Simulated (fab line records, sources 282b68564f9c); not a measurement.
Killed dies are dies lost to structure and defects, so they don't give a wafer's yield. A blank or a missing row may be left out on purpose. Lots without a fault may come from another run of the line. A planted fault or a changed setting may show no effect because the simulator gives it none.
Which tool did it? | flow rit_cmos | 7 lots, 21 wafers sampled, at 2 steps of a route of 202

WHAT THE GAUGES READ, wafer by wafer
RIT_NSD_TW_MEAS_10.
lot  | measured    | on            | NSD_TW
L564 | day 3 11:15 | film_metro-01 | 3122 3124 3112
L566 | day 4 02:43 | film_metro-02 | 3089 3074 3070
L569 | day 4 13:11 | film_metro-02 | 3469 3433 3450
L575 | day 6 00:13 | film_metro-01 | 3108 3117 3124
L580 | day 6 20:31 | film_metro-02 | 3080 3079 3069
L582 | day 7 10:32 | film_metro-01 | 3085 3100 3095
L585 | day 8 03:09 | film_metro-03 | 3139 3127 3133

WHICH TOOL RAN EACH LOT (tool, then ch and the chambers of the sampled wafers, then the start)
lot  | RIT_NSD_IMPLANT_08
L564 | implanter-02 ch 0, day 3 10:56
L566 | implanter-04 ch 0, day 4 02:23
L569 | implanter-02 ch 0, day 4 12:51
L575 | implanter-03 ch 0, day 5 23:54
L580 | implanter-04 ch 0, day 6 20:12
L582 | implanter-04 ch 0, day 7 10:14
L585 | implanter-03 ch 0, day 8 02:52
- RIT_NSD_IMPLANT_08

THE ANSWER, worked out from the rows above alone
Rule: what is usual is taken from the lots themselves. Put in order of their means at a reading, lots are off if they are a third of the lots or fewer, leave a main group of 4 or more, and stand apart from it by a gap of 3 or more times the standard deviation of the main group's means; of several such gaps the widest counts. A main group whose means are all the same, to the digits that the tables above print for the reading, isn't used. A lot without any number at a reading at which 4 lots or more have one is off too. The other lots that the step has rows for count as sound.
Off: L569, at RIT_NSD_TW_MEAS_10 (NSD_TW). The main group: mean 3103, standard deviation 22.
A tool fits if, at a process step before that reading, it ran every lot that is off, and no sound lot after the first of them. The gauges at RIT_NSD_TW_MEAS_10 are tried like those tools. One fits: implanter-02 at RIT_NSD_IMPLANT_08. Its last sound lot is L564 (day 3 10:56), its first lot that is off L569 (day 4 12:51): a fault that began between those two fits.

WHAT THE SIMULATOR HAD PUT IN
Process parameter drift: implanter-02, from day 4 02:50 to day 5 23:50, at RIT_NSD_IMPLANT_08. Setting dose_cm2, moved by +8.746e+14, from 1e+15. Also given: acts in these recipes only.
Lots struck among those shown: L569. The rule above found the same.
